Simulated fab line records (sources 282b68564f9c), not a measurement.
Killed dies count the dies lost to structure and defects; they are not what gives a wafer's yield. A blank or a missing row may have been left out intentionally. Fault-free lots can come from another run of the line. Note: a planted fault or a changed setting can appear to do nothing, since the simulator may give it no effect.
fab line records	flow rit-cmos
record lots=5	wafers=23
route steps=202 shown ACTIVE@7 NRETRO@54 PRETRO@65 GATE@84 NLDD@105 PLDD@122 SPACER@128 NSD@132 M1@202
start-h: start of the lot's first displayed wafer, in hours after the record's first day	wait-h: hours from the lot's prior step to this one	" unchanged from the row above	L1.1+2: one row covering several wafers at once	- no value, or no start was given	* or withheld: withheld	< > ~ a bound
route shown NAME@n: names a module that has steps shown in the file, with the first one's number in the route	usual: mean and standard deviation over wafers with no fault	same: alike in all rows	chamber/n: place in a boat	sites: per-site readings	_std_site: the standard deviation of these	_edge_site: inner sites' mean taken away from outer sites' mean	radius-mm: how far each site lies from the wafer's centre	mask NAME#n: copy n	behind: tool/chamber where the wafer was last shaped	hold: why the lot was held/for how many hours/how that ended	device: transistor that didn't switch, given as n, p or np	end of line: tests run on the same wafers once the route is complete	a step without rows: its recipe alone	killed: at the first sort, the dies lost to defects and structure; wafer yield is something else	map: dies across one wafer; x = killed, . = not, _ = none there
set.NAME: the setting that was run; set.NAME@STEP: the one run at that earlier step	model.NAME: the simulator's own value behind a step, which no gauge read
one table per step and one row per wafer, for lots whose settings were changed on purpose
## steps
# step RIT_ACTIVE_COAT_06
# recipe resist=NOVOLAK	spin-rpm=3250	resist-thk-nm=1000
lot.wafer	tool	chamber	start-h	wait-h	set.spin-rpm	model.NOVOLAK_of_ACTIVE_COAT_06.thk-nm
L074.1+3	litho-track-02	0	14.97	0.1	3163	1020
L074.2	"	0	"	"	3250	1002
L074.4	"	0	"	"	3163	1016
L074.5	"	0	"	"	3250	1001
L079.2	litho-track-04	0	39.29	0.1	3250	998
L079.3	"	0	"	"	3250	1002
L079.4	"	0	"	"	3250	1001
L079.5	"	0	"	"	3250	997.8
L079.6	"	0	"	"	3250	998.3
L080.1	litho-track-04	0	44.58	0.1	3466	969.9
L080.2	"	0	"	"	3466	972.5
L080.3	"	0	"	"	3250	1004
L080.4	"	0	"	"	3466	973.6
L080.5	"	0	"	"	3250	1001
L081.1	litho-track-03	0	48.74	0.1	3458	973.8
L081.2	"	0	"	"	3250	1003
L081.3	"	0	"	"	3458	971.8
L081.5	"	0	"	"	3250	1000
L081.6	"	0	"	"	3250	1002
L082.3	litho-track-04	0	54.90	0.1	3250	1002
L082.4	"	0	"	"	3250	997.7
L082.6	"	0	"	"	3250	999.9
# step RIT_ACTIVE_EXPOSE_08
# recipe mask-id=M1	na=0.6	source-shape=conventional	sigma-outer=0.6	target-cd-nm=1400	dose-mj=225
lot.wafer	tool	chamber	start-h	wait-h	mask	set.dose-mj
L074.1+3+5	iline-stepper-02	0	15.39	0.2	M1#0	225
L074.2+4	"	0	"	"	M1#0	212.9
L079.2+5+6	iline-stepper-02	0	39.71	0.2	M1#0	225
L079.3+4	"	0	"	"	M1#0	208.4
L080.1+2+3+4+5	iline-stepper-02	0	44.88	0.1	M1#0	225
L081.1+5+6	iline-stepper-01	0	49.18	0.3	M1#0	240.6
L081.2+3	"	0	"	"	M1#0	225
L082.3+4+6	iline-stepper-02	0	55.31	0.2	M1#0	225
# step RIT_ACTIVE_PEB_09
# recipe resist=NOVOLAK	temp-c=withheld	time-s=withheld
# step RIT_ACTIVE_DEVELOP_10
# recipe resist=NOVOLAK	develop-time-s=52.26	dev-temp-c=23
lot.wafer	tool	chamber	start-h	wait-h	set.dose-mj@ACTIVE_EXPOSE_08	model.ACTIVE.cd-nm
L074.1	litho-track-04	0	-	-	225	1406
L074.2	"	0	"	"	212.9	1420
L074.3	"	0	"	"	225	1404
L074.4	"	0	"	"	212.9	1422
L074.5	"	0	"	"	225	1403
L079.2	litho-track-04	0	-	-	225	1399
L079.3	"	0	"	"	208.4	1423
L079.4	"	0	"	"	208.4	1425
L079.5+6	"	0	"	"	225	1401
L080.1	litho-track-02	0	-	-	225	1395
L080.2	"	0	"	"	225	1400
L080.3+5	"	0	"	"	225	1399
L080.4	"	0	"	"	225	1396
L081.1	litho-track-03	0	-	-	240.6	1377
L081.2	"	0	"	"	225	1400
L081.3	"	0	"	"	225	1398
L081.5+6	"	0	"	"	240.6	1380
L082.3+6	litho-track-04	0	-	-	225	1403
L082.4	"	0	"	"	225	1402
# step RIT_ACTIVE_CD_MEAS_11
# recipe target-cd-nm=1400
# usual cd-nm=1400.5/1.9
lot.wafer	tool	chamber	start-h	wait-h	set.dose-mj@ACTIVE_EXPOSE_08	cd-nm
L074.1	cd-sem-02	-	15.79	-	225	1406.4
L074.2	"	-	"	"	212.9	1419.6
L074.3	"	-	"	"	225	1403.5
L074.4	"	-	"	"	212.9	1422.4
L074.5	"	-	"	"	225	1402.8
L079.2	cd-sem-02	-	40.11	-	225	1399.0
L079.3	"	-	"	"	208.4	1422.5
L079.4	"	-	"	"	208.4	1425.2
L079.5	"	-	"	"	225	1401.0
L079.6	"	-	"	"	225	1401.3
L080.1	cd-sem-02	-	45.36	-	225	1395.2
L080.2	"	-	"	"	225	1399.4
L080.3	"	-	"	"	225	1399.6
L080.4	"	-	"	"	225	1396.1
L080.5	"	-	"	"	225	1399.3
L081.1	cd-sem-02	-	49.58	-	240.6	1377.0
L081.2	"	-	"	"	225	1400.0
L081.3	"	-	"	"	225	1398.1
L081.5	"	-	"	"	240.6	1380.4
L081.6	"	-	"	"	240.6	1380.4
L082.3	cd-sem-02	-	55.71	-	225	1403.0
L082.4	"	-	"	"	225	1402.2
L082.6	"	-	"	"	225	1402.8
# step RIT_ACTIVE_HARDBAKE_12
# recipe resist=NOVOLAK	temp-c=140	time-s=60
lot.wafer	tool	chamber	start-h	wait-h	set.spin-rpm@ACTIVE_COAT_06	model.NOVOLAK_of_ACTIVE_COAT_06.thk-nm
L074.1	litho-track-04	0	15.91	0.1	3163	901
L074.2	"	0	"	"	3250	885.6
L074.3	"	0	"	"	3163	901.1
L074.4	"	0	"	"	3163	897.7
L074.5	"	0	"	"	3250	884.4
L079.2	litho-track-02	0	40.24	0.1	3250	882
L079.3	"	0	"	"	3250	885.7
L079.4	"	0	"	"	3250	884.6
L079.5	"	0	"	"	3250	881.9
L079.6	"	0	"	"	3250	882.2
L080.1	litho-track-02	0	45.48	0.1	3466	857.5
L080.2	"	0	"	"	3466	859.7
L080.3	"	0	"	"	3250	887
L080.4	"	0	"	"	3466	860.6
L080.5	"	0	"	"	3250	885
L081.1	litho-track-02	0	49.72	0.1	3458	860.8
L081.2	"	0	"	"	3250	886.5
L081.3	"	0	"	"	3458	859
L081.5	"	0	"	"	3250	884.2
L081.6	"	0	"	"	3250	885.7
L082.3	litho-track-04	0	55.84	0.1	3250	885.4
L082.4	"	0	"	"	3250	881.7
L082.6	"	0	"	"	3250	883.6
# step RIT_ACTIVE_ETCH_13
# recipe stop-on=SiO2	chemistry=SF6	target=Si3N4	time-s=210	over-etch-frac=0.4	SF6_flow_sccm=200	pressure-mtorr=260	rf-w=125	target-depth-a=2100
# step RIT_ACTIVE_STRIP_14
# recipe chemistry=O2	time-s=180	resist=NOVOLAK	platen-temp-c=withheld	power-w=500	pressure-mtorr=4000	o2-flow-sccm=4000
# step RIT_ACTIVE_CD_MEAS_90
# recipe target-cd-nm=1400
# usual cd-nm=1400.5/1.9
lot.wafer	tool	chamber	start-h	wait-h	set.dose-mj@ACTIVE_EXPOSE_08	cd-nm
L074.1	cd-sem-02	-	16.37	0.1	225	1407.0
L074.2	"	-	"	"	212.9	1419.8
L074.3	"	-	"	"	225	1403.6
L074.4	"	-	"	"	212.9	1421.7
L074.5	"	-	"	"	225	1402.8
L079.2	cd-sem-02	-	40.69	0.1	225	1399.8
L079.3	"	-	"	"	208.4	1422.9
L079.4	"	-	"	"	208.4	1425.1
L079.5	"	-	"	"	225	1400.6
L079.6	"	-	"	"	225	1401.4
L080.1	cd-sem-01	-	45.94	0.1	225	1395.2
L080.2	"	-	"	"	225	1399.8
L080.3	"	-	"	"	225	1399.7
L080.4	"	-	"	"	225	1396.4
L080.5	"	-	"	"	225	1399.1
L081.1	cd-sem-02	-	50.18	0.1	240.6	1376.8
L081.2	"	-	"	"	225	1399.8
L081.3	"	-	"	"	225	1397.7
L081.5	"	-	"	"	240.6	1380.3
L081.6	"	-	"	"	240.6	1380.7
L082.3	cd-sem-01	-	56.29	0.1	225	1402.9
L082.4	"	-	"	"	225	1402.3
L082.6	"	-	"	"	225	1403.2
# step RIT_NRETRO_COAT_01
# recipe resist=NOVOLAK	spin-rpm=2000	resist-thk-nm=1300
lot.wafer	tool	chamber	start-h	wait-h	set.resist-thk-nm	model.NOVOLAK_of_NRETRO_COAT_01.thk-nm
L074.1	litho-track-04	0	30.59	0.1	1323	1325
L074.2	"	0	"	"	1300	1307
L074.3	"	0	"	"	1323	1328
L074.4	"	0	"	"	1300	1309
L074.5	"	0	"	"	1300	1305
L079.2+5	litho-track-04	0	53.89	0.1	1226	1226
L079.3	"	0	"	"	1226	1225
L079.4	"	0	"	"	1300	1305
L079.6	"	0	"	"	1300	1298
L080.1+3+4	litho-track-02	0	60.32	0.1	1300	1299
L080.2	"	0	"	"	1300	1295
L080.5	"	0	"	"	1300	1296
L081.1	litho-track-02	0	63.98	0.1	1300	1300
L081.2	"	0	"	"	1300	1299
L081.3	"	0	"	"	1260	1260
L081.5	"	0	"	"	1260	1259
L081.6	"	0	"	"	1300	1305
L082.3+4	litho-track-02	0	69.91	0.1	1300	1298
L082.6	"	0	"	"	1300	1296
# step RIT_NRETRO_DEVELOP_05
# recipe resist=NOVOLAK	develop-time-s=68	dev-temp-c=23
lot.wafer	tool	chamber	start-h	wait-h	set.develop-time-s
L074.1+2	litho-track-02	0	-	-	61.47
L074.3+4+5	"	0	"	"	68
L079.2+3+4	litho-track-02	0	-	-	68
L079.5+6	"	0	"	"	64.97
L080.1+3+5	litho-track-02	0	-	-	68
L080.2+4	"	0	"	"	77.92
L081.1+5	litho-track-02	0	-	-	72.84
L081.2+3+6	"	0	"	"	68
L082.3+4+6	litho-track-02	0	-	-	68
# step RIT_NRETRO_HARDBAKE_07
# recipe resist=NOVOLAK	temp-c=140	time-s=120
lot.wafer	tool	chamber	start-h	wait-h	set.resist-thk-nm@NRETRO_COAT_01	model.NOVOLAK_of_NRETRO_COAT_01.thk-nm
L074.1	litho-track-02	0	31.79	0.2	1323	1159
L074.2	"	0	"	"	1300	1143
L074.3	"	0	"	"	1323	1161
L074.4	"	0	"	"	1300	1145
L074.5	"	0	"	"	1300	1141
L079.2+5	litho-track-02	0	54.80	0.1	1226	1073
L079.3	"	0	"	"	1226	1072
L079.4	"	0	"	"	1300	1141
L079.6	"	0	"	"	1300	1135
L080.1+3+4	litho-track-04	0	61.30	0.1	1300	1136
L080.2+5	"	0	"	"	1300	1133
L081.1+2	litho-track-01	0	64.75	0.0	1300	1136
L081.3	"	0	"	"	1260	1102
L081.5	"	0	"	"	1260	1101
L081.6	"	0	"	"	1300	1141
L082.3+4	litho-track-04	0	70.71	0.1	1300	1135
L082.6	"	0	"	"	1300	1133
# step RIT_PRETRO_COAT_01
# recipe resist=NOVOLAK	spin-rpm=2000	resist-thk-nm=1300
lot.wafer	tool	chamber	start-h	wait-h	set.spin-rpm	model.NOVOLAK_of_PRETRO_COAT_01.thk-nm
L074.1	litho-track-04	0	32.58	0.1	1908	1332
L074.2	"	0	"	"	1908	1334
L074.3	"	0	"	"	2000	1297
L074.4	"	0	"	"	2000	1299
L074.5	"	0	"	"	1908	1329
L079.2	litho-track-03	0	55.56	0.1	2000	1304
L079.3	"	0	"	"	2000	1300
L079.4+5+6	"	0	"	"	2000	1302
L080.1	litho-track-02	0	62.08	0.1	2000	1296
L080.2	"	0	"	"	2000	1301
L080.3	"	0	"	"	2000	1299
L080.4+5	"	0	"	"	2102	1266
L081.1	litho-track-04	0	65.53	0.1	2000	1305
L081.2	"	0	"	"	2000	1306
L081.3	"	0	"	"	1922	1329
L081.5	"	0	"	"	2000	1303
L081.6	"	0	"	"	1922	1331
L082.3+4+6	litho-track-04	0	71.46	0.1	2000	1303
# step RIT_PRETRO_SOFTBAKE_02
# recipe resist=NOVOLAK	temp-c=90	time-s=60
# step RIT_PRETRO_EXPOSE_03
# recipe mask-id=M5	na=0.57	target-cd-nm=43700	dose-mj=250
# step RIT_PRETRO_DEVELOP_05
# recipe resist=NOVOLAK	develop-time-s=68	dev-temp-c=23
# step RIT_PRETRO_HARDBAKE_07
# recipe resist=NOVOLAK	temp-c=140	time-s=120
lot.wafer	tool	chamber	start-h	wait-h	set.spin-rpm@PRETRO_COAT_01	model.NOVOLAK_of_PRETRO_COAT_01.thk-nm
L074.1	litho-track-02	0	33.49	0.2	1908	1164
L074.2	"	0	"	"	1908	1166
L074.3	"	0	"	"	2000	1134
L074.4	"	0	"	"	2000	1136
L074.5	"	0	"	"	1908	1162
L079.2	litho-track-04	0	56.35	0.1	2000	1140
L079.3	"	0	"	"	2000	1137
L079.4+6	"	0	"	"	2000	1139
L079.5	"	0	"	"	2000	1138
L080.1	litho-track-02	0	62.85	0.0	2000	1134
L080.2	"	0	"	"	2000	1138
L080.3	"	0	"	"	2000	1136
L080.4+5	"	0	"	"	2102	1108
L081.1+2	litho-track-02	0	66.43	0.0	2000	1142
L081.3	"	0	"	"	1922	1162
L081.5	"	0	"	"	2000	1140
L081.6	"	0	"	"	1922	1164
L082.3+4	litho-track-02	0	72.26	0.1	2000	1139
L082.6	"	0	"	"	2000	1140
# step RIT_GATE_CVD_08
# recipe material=poly-Si	target-thk-nm=250	temp-c=610	precursor=SiH4	time-s=2220	pressure-mtorr=300	sih4-flow-sccm=100
lot.wafer	tool	chamber	start-h	wait-h	set.time-s	model.poly-Si_of_GATE_CVD_08.thk-nm
L074.1	-	-	-	0.1	2007	225.5
L074.2	"	-	"	"	2007	228.6
L074.3+4	"	-	"	"	2007	225.9
L074.5	"	-	"	"	2007	227.9
L079.2	-	-	-	0.0	2111	236.9
L079.3	"	-	"	"	2111	239.6
L079.4	"	-	"	"	2111	240.2
L079.5	"	-	"	"	2111	238.8
L079.6	"	-	"	"	2111	239.4
L080.1	-	-	-	0.1	2136	242
L080.2	"	-	"	"	2136	239.7
L080.3	"	-	"	"	2136	241.3
L080.4	"	-	"	"	2136	239.4
L080.5	"	-	"	"	2136	241
L081.1	-	-	-	0.1	1952	224.4
L081.2	"	-	"	"	1952	223.5
L081.3	"	-	"	"	1952	222.2
L081.5	"	-	"	"	1952	223.9
L081.6	"	-	"	"	1952	223.1
L082.3	lpcvd-01	1	74.88	0.0	2220	250.3
L082.4	"	1	"	"	2220	250.8
L082.6	"	1	"	"	2220	248.8
# step RIT_GATE_THK_MEAS_09
# recipe reads=poly-Si_of_GATE_CVD_08
# usual GATE_POLY_THK=251.5/2.5
lot.wafer	tool	chamber	start-h	wait-h	set.time-s@GATE_CVD_08	GATE_POLY_THK[nm]
L074.1	film-metro-01	-	-	-	2007	225.4
L074.2	"	-	"	"	2007	228.7
L074.3	"	-	"	"	2007	225.8
L074.4	"	-	"	"	2007	225.8
L074.5	"	-	"	"	2007	227.9
L079.2	film-metro-02	-	-	-	2111	236.9
L079.3	"	-	"	"	2111	239.7
L079.4	"	-	"	"	2111	240.3
L079.5	"	-	"	"	2111	238.8
L079.6	"	-	"	"	2111	239.4
L080.1	film-metro-02	-	-	-	2136	242.0
L080.2	"	-	"	"	2136	239.9
L080.3	"	-	"	"	2136	241.3
L080.4	"	-	"	"	2136	239.4
L080.5	"	-	"	"	2136	240.9
L081.1	film-metro-01	-	-	-	1952	224.2
L081.2	"	-	"	"	1952	223.4
L081.3	"	-	"	"	1952	222.2
L081.5	"	-	"	"	1952	223.9
L081.6	"	-	"	"	1952	223.1
L082.3	film-metro-02	-	76.52	0.0	2220	250.4
L082.4	"	-	"	"	2220	250.6
L082.6	"	-	"	"	2220	248.9
# step RIT_GATE_DEVELOP_15
# recipe resist=NOVOLAK	develop-time-s=50	dev-temp-c=23
lot.wafer	tool	chamber	start-h	wait-h	set.dev-temp-c
L074.1+5	litho-track-03	0	-	-	23
L074.2+3+4	"	0	"	"	24.15
L079.2+3	litho-track-03	0	-	-	23
L079.4+5+6	"	0	"	"	24.73
L080.1+4	litho-track-03	0	-	-	23
L080.2+3+5	"	0	"	"	19.86
L081.1+5+6	litho-track-01	0	-	-	23
L081.2+3	"	0	"	"	19.58
L082.3+4+6	litho-track-01	0	-	-	23
# step RIT_NLDD_SOFTBAKE_02
# recipe resist=NOVOLAK	temp-c=90	time-s=60
lot.wafer	tool	chamber	start-h	wait-h	set.temp-c
L074.1+2+3	litho-track-01	0	44.40	0.1	90
L074.4+5	"	0	"	"	88.53
L079.2+6	litho-track-01	0	65.63	0.1	90
L079.3+4+5	"	0	"	"	92.69
L080.1+2+5	litho-track-03	0	71.89	0.1	90
L080.3+4	"	0	"	"	88.8
L081.1+2+3	litho-track-03	0	75.69	0.1	92.4
L081.5+6	"	0	"	"	90
L082.3+4+6	litho-track-04	0	81.60	0.1	90
# step RIT_NLDD_DEVELOP_05
# recipe resist=NOVOLAK	develop-time-s=50	dev-temp-c=23
lot.wafer	tool	chamber	start-h	wait-h	set.develop-time-s	set.temp-c@NLDD_SOFTBAKE_02	model.NOVOLAK_of_NLDD_COAT_01.thk-nm
L074.1	litho-track-01	0	-	-	43.99	90	1002
L074.2	"	0	"	"	50	90	1001
L074.3	"	0	"	"	50	90	998.9
L074.4+5	"	0	"	"	43.99	88.53	1006
L079.2	litho-track-01	0	-	-	47.9	90	995.3
L079.3	"	0	"	"	50	92.69	988
L079.4	"	0	"	"	50	92.69	987.7
L079.5	"	0	"	"	47.9	92.69	992.4
L079.6	"	0	"	"	47.9	90	995.8
L080.1	litho-track-03	0	-	-	50	90	999.8
L080.2	"	0	"	"	52.73	90	999.6
L080.3	"	0	"	"	52.73	88.8	1008
L080.4	"	0	"	"	52.73	88.8	1005
L080.5	"	0	"	"	50	90	1001
L081.1	litho-track-04	0	-	-	45.79	92.4	996.2
L081.2	"	0	"	"	50	92.4	998.3
L081.3	"	0	"	"	50	92.4	996.9
L081.5	"	0	"	"	45.79	90	1003
L081.6	"	0	"	"	50	90	1005
L082.3	litho-track-03	0	-	-	50	90	1003
L082.4	"	0	"	"	50	90	998.3
L082.6	"	0	"	"	50	90	1001
# step RIT_PLDD_IMPLANT_08
# recipe species=BF2	energy-kev=20	dose-cm2=9e+14	tilt-deg=7
lot.wafer	tool	chamber	start-h	wait-h	set.energy-kev	model.implant.rp-nm	model.implant.drp-nm
L074.1+2+3+4+5	implanter-01	0	46.73	0.1	20	16.75	9.752
L079.2+4+6	implanter-02	0	68.03	0.1	19.43	16.51	9.556
L079.3+5	"	0	"	"	20	16.88	9.752
L080.1+2+3+4+5	implanter-02	0	74.18	0.1	20	17	9.752
L081.1+6	implanter-04	0	77.97	0.1	20	17.44	9.752
L081.2+3+5	"	0	"	"	21.19	18.24	10.16
L082.3+4+6	implanter-02	0	83.88	0.1	20	17.44	9.752
# step RIT_PLDD_STRIP_09
# recipe chemistry=O2	time-s=180	resist=NOVOLAK	platen-temp-c=withheld	power-w=500	pressure-mtorr=4000	o2-flow-sccm=4080
# step RIT_SPACER_CVD_03
# recipe material=Si3N4	target-thk-nm=250	temp-c=810	precursor=SiH2Cl2/NH3	time-s=3300	pressure-mtorr=300	sih2cl2-flow-sccm=60	nh3-flow-sccm=150
# step RIT_SPACER_ETCHBACK_05
# recipe target-depth-a=2500	SF6_flow_sccm=30	CHF3_flow_sccm=30	target=Si3N4	chemistry=SF6/CHF3	pressure-mtorr=40	rf-w=250	time-s=240	stop-on=SiO2
lot.wafer	tool	chamber	start-h	wait-h	set.time-s@GATE_CVD_08	model.poly-Si_of_GATE_CVD_08.thk-nm
L074.1	rie-diel-02	0	49.45	0.1	2007	139.2
L074.2	"	2	"	"	2007	147
L074.3	"	1	"	"	2007	144
L074.4	"	3	"	"	2007	142.5
L074.5	"	3	"	"	2007	145
L079.2	rie-diel-02	3	70.74	0.0	2111	155
L079.3	"	0	"	"	2111	154.2
L079.4	"	2	"	"	2111	159.2
L079.5	"	2	"	"	2111	157.6
L079.6	"	3	"	"	2111	156.6
L080.1	rie-diel-02	1	76.91	0.1	2136	160.7
L080.2	"	2	"	"	2136	158.6
L080.3	"	3	"	"	2136	158.4
L080.4	"	0	"	"	2136	154.4
L080.5	"	2	"	"	2136	159.3
L081.1	rie-diel-02	1	80.70	0.1	1952	141.7
L081.2	"	2	"	"	1952	140.7
L081.3	"	0	"	"	1952	135.4
L081.5	"	0	"	"	1952	136.8
L081.6	"	3	"	"	1952	139.1
L082.3	rie-diel-02	0	86.56	0.0	2220	164.3
L082.4	"	2	"	"	2220	169.2
L082.6	"	2	"	"	2220	167.4
# step RIT_NSD_COAT_01
# recipe resist=NOVOLAK	spin-rpm=3250	resist-thk-nm=1000
lot.wafer	tool	chamber	start-h	wait-h	set.resist-thk-nm	model.NOVOLAK_of_NSD_COAT_01.thk-nm
L074.1	litho-track-04	0	49.75	0.1	1000	1007
L074.2	"	0	"	"	1000	1005
L074.3	"	0	"	"	1000	1002
L074.4	"	0	"	"	1000	1001
L074.5	"	0	"	"	1000	1003
L079.2	litho-track-02	0	71.06	0.1	1000	999
L079.3	"	0	"	"	1000	997
L079.4	"	0	"	"	1000	998.9
L079.5	"	0	"	"	1000	998.3
L079.6	"	0	"	"	1000	998.4
L080.1	litho-track-04	0	77.21	0.1	1037	1038
L080.2+3	"	0	"	"	1000	1001
L080.4	"	0	"	"	1037	1041
L080.5	"	0	"	"	1000	1002
L081.1	litho-track-03	0	81.00	0.1	1000	1005
L081.2	"	0	"	"	1000	1002
L081.3	"	0	"	"	967.8	968.6
L081.5	"	0	"	"	967.8	972.4
L081.6	"	0	"	"	1000	1001
L082.3	litho-track-03	0	86.91	0.1	1000	1003
L082.4+6	"	0	"	"	1000	1002
# step RIT_NSD_SOFTBAKE_02
# recipe resist=NOVOLAK	temp-c=90	time-s=60
# step RIT_NSD_EXPOSE_03
# recipe mask-id=M9	na=0.57	target-cd-nm=40700	dose-mj=250
# step RIT_NSD_DEVELOP_05
# recipe resist=NOVOLAK	develop-time-s=50	dev-temp-c=23
# step RIT_NSD_HARDBAKE_07
# recipe resist=NOVOLAK	temp-c=140	time-s=60
lot.wafer	tool	chamber	start-h	wait-h	set.resist-thk-nm@NSD_COAT_01	model.NOVOLAK_of_NSD_COAT_01.thk-nm
L074.1	litho-track-04	0	50.61	0.0	1000	889.9
L074.2	"	0	"	"	1000	888.2
L074.3	"	0	"	"	1000	885.9
L074.4	"	0	"	"	1000	885
L074.5	"	0	"	"	1000	886.3
L079.2+4	litho-track-02	0	72.04	0.2	1000	882.9
L079.3	"	0	"	"	1000	881.1
L079.5	"	0	"	"	1000	882.2
L079.6	"	0	"	"	1000	882.4
L080.1	litho-track-02	0	77.94	0.0	1037	917.1
L080.2	"	0	"	"	1000	885
L080.3	"	0	"	"	1000	884.6
L080.4	"	0	"	"	1037	919.9
L080.5	"	0	"	"	1000	885.7
L081.1	litho-track-02	0	81.74	0.0	1000	887.9
L081.2	"	0	"	"	1000	885.8
L081.3	"	0	"	"	967.8	856.3
L081.5	"	0	"	"	967.8	859.7
L081.6	"	0	"	"	1000	884.6
L082.3	litho-track-04	0	87.77	0.1	1000	886
L082.4	"	0	"	"	1000	885.7
L082.6	"	0	"	"	1000	885.6
# step RIT_M1_PROBE_99
lot.wafer	tool	chamber	start-h	wait-h	set.dev-temp-c@GATE_DEVELOP_15	model.etest.nmos_0p15.drive-ua-um	model.etest.nmos-turned.drive-ua-um	model.etest.pmos_0p15.r-on-ohm-um	model.etest.pmos_0p3.r-on-ohm-um	model.etest.pmos-turned.drive-ua-um	model.etest.pmos-turned.r-on-ohm-um
L074.1	prober-02	-	61.55	0.1	23	462.4	344.6	2966	6535	192.2	3498
L074.2	prober-02	-	61.60	0.1	24.15	443.4	330	2982	6515	183.3	3595
L074.3	prober-02	-	61.65	0.2	24.15	439	329	3004	6499	181.4	3613
L074.4	prober-02	-	61.70	0.2	24.15	443.8	329.2	2993	6495	184.6	3582
L074.5	prober-02	-	61.75	0.2	23	462.3	346.2	2869	6350	194.1	3444
L079.2	prober-01	-	84.15	0.1	23	472.8	347	2867	6280	188.7	3505
L079.3	prober-01	-	84.20	0.2	23	466.6	335.8	2886	6325	192.9	3516
L079.4	prober-01	-	84.25	0.2	24.73	436.5	325.3	3095	6643	175.2	3738
L079.5	prober-01	-	84.30	0.2	24.73	440.3	327.3	2971	6402	187.8	3548
L079.6	prober-01	-	84.35	0.2	24.73	441.3	331.3	3055	6469	182.4	3667
L080.1	prober-02	-	87.74	0.1	23	502.3	353.9	2681	6118	196.5	3348
L080.2	prober-02	-	87.79	0.1	19.86	592.5	404.7	2319	5844	223.2	2970
L080.3	prober-02	-	87.84	0.2	19.86	615.6	413.2	2222	5675	233.8	2871
L080.4	prober-02	-	87.89	0.2	23	494.9	352.6	2767	6275	191.7	3454
L080.5	prober-02	-	87.94	0.2	19.86	604.6	409.6	2284	5724	228.7	2930
L081.1	prober-01	-	91.69	0.1	23	480	380	2744	6273	207.1	3232
L081.2	prober-01	-	91.74	0.1	19.58	597.6	459.1	2152	5677	267.5	2626
L081.3	prober-01	-	91.79	0.2	19.58	592.3	456	2233	5810	266.5	2687
L081.5	prober-01	-	91.89	0.2	23	475.9	383.5	2751	6196	217.7	3220
L081.6	prober-01	-	91.94	0.2	23	486.5	391.9	2712	6228	214.3	3180
L082.3	prober-02	-	97.88	0.2	23	489.5	354.2	2681	6082	209	3258
L082.4	prober-02	-	97.93	0.2	23	502	365.3	2556	6068	213.2	3141
L082.6	prober-02	-	98.03	0.2	23	503.8	361.8	2554	6060	210.8	3166
# killed by level:class
L082.3 SILICIDE:geometric-particle:short=3 GATE:geometric-particle:open=2 FOX2:geometric-particle:open=1
L082.4 GATE:geometric-particle:open=5 GATE:geometric-particle:short=1 SPACER:geometric-particle:short=1 PRETRO:coat-microbubble-printed=1
L082.6 GATE:geometric-particle:open=2 FOX1:geometric-particle:open=1 GATE:geometric-particle:short=1
## key
split step=RIT_ACTIVE_COAT_06	setting=spin-rpm	stated=3250	by=wafer
response step=RIT_ACTIVE_COAT_06	reading=model.NOVOLAK_of_ACTIVE_COAT_06.thk-nm	change=-4.72	per=1%	r=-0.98
response step=RIT_ACTIVE_HARDBAKE_12	reading=model.NOVOLAK_of_ACTIVE_COAT_06.thk-nm	change=-4.13	per=1%	r=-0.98
split step=RIT_ACTIVE_EXPOSE_08	setting=dose-mj	stated=225	by=wafer
response step=RIT_ACTIVE_DEVELOP_10	reading=model.ACTIVE.cd-nm	change=-3.03	per=1%	r=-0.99
response step=RIT_ACTIVE_CD_MEAS_11	reading=cd-nm	change=-3.04	per=1%	r=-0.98
response step=RIT_ACTIVE_CD_MEAS_90	reading=cd-nm	change=-3.01	per=1%	r=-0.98
split step=RIT_NRETRO_COAT_01	setting=resist-thk-nm	stated=1300	by=wafer
response step=RIT_NRETRO_COAT_01	reading=model.NOVOLAK_of_NRETRO_COAT_01.thk-nm	change=+13.3	per=1%	r=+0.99
response step=RIT_NRETRO_HARDBAKE_07	reading=model.NOVOLAK_of_NRETRO_COAT_01.thk-nm	change=+11.4	per=1%	r=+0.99
split step=RIT_NRETRO_DEVELOP_05	setting=develop-time-s	stated=68	by=wafer
response none clear
split step=RIT_PRETRO_COAT_01	setting=spin-rpm	stated=2000	by=wafer
response step=RIT_PRETRO_COAT_01	reading=model.NOVOLAK_of_PRETRO_COAT_01.thk-nm	change=-6.76	per=1%	r=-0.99
response step=RIT_PRETRO_HARDBAKE_07	reading=model.NOVOLAK_of_PRETRO_COAT_01.thk-nm	change=-5.82	per=1%	r=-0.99
split step=RIT_GATE_CVD_08	setting=time-s	stated=2220	by=lot
response step=RIT_GATE_CVD_08	reading=model.poly-Si_of_GATE_CVD_08.thk-nm	change=+2.24	per=1%	r=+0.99
response step=RIT_GATE_THK_MEAS_09	reading=GATE_POLY_THK	change=+2.25	per=1%	r=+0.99
response step=RIT_SPACER_ETCHBACK_05	reading=model.poly-Si_of_GATE_CVD_08.thk-nm	change=+2.41	per=1%	r=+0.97
split step=RIT_GATE_DEVELOP_15	setting=dev-temp-c	stated=23	by=wafer
response step=RIT_M1_PROBE_99	reading=model.etest.pmos-turned.r-on-ohm-um	change=+33.6	per=1%	r=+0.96
response step=RIT_M1_PROBE_99	reading=model.etest.pmos_0p3.r-on-ohm-um	change=+31.1	per=1%	r=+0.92
response step=RIT_M1_PROBE_99	reading=model.etest.pmos_0p15.r-on-ohm-um	change=+32.3	per=1%	r=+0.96
response step=RIT_M1_PROBE_99	reading=model.etest.nmos-turned.drive-ua-um	change=-4.13	per=1%	r=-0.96
response step=RIT_M1_PROBE_99	reading=model.etest.nmos_0p15.drive-ua-um	change=-7.09	per=1%	r=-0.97
response step=RIT_M1_PROBE_99	reading=model.etest.pmos-turned.drive-ua-um	change=-2.84	per=1%	r=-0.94
split step=RIT_NLDD_SOFTBAKE_02	setting=temp-c	stated=90	by=wafer
response step=RIT_NLDD_DEVELOP_05	reading=model.NOVOLAK_of_NLDD_COAT_01.thk-nm	change=-2.64	per=1%	r=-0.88
split step=RIT_NLDD_DEVELOP_05	setting=develop-time-s	stated=50	by=wafer
response none clear
split step=RIT_PLDD_IMPLANT_08	setting=energy-kev	stated=20	by=wafer
response step=RIT_PLDD_IMPLANT_08	reading=model.implant.rp-nm	change=+0.134	per=1%	r=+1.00
response step=RIT_PLDD_IMPLANT_08	reading=model.implant.drp-nm	change=+0.068	per=1%	r=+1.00
split step=RIT_NSD_COAT_01	setting=resist-thk-nm	stated=1000	by=wafer
response step=RIT_NSD_COAT_01	reading=model.NOVOLAK_of_NSD_COAT_01.thk-nm	change=+10.2	per=1%	r=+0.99
response step=RIT_NSD_HARDBAKE_07	reading=model.NOVOLAK_of_NSD_COAT_01.thk-nm	change=+8.9	per=1%	r=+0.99
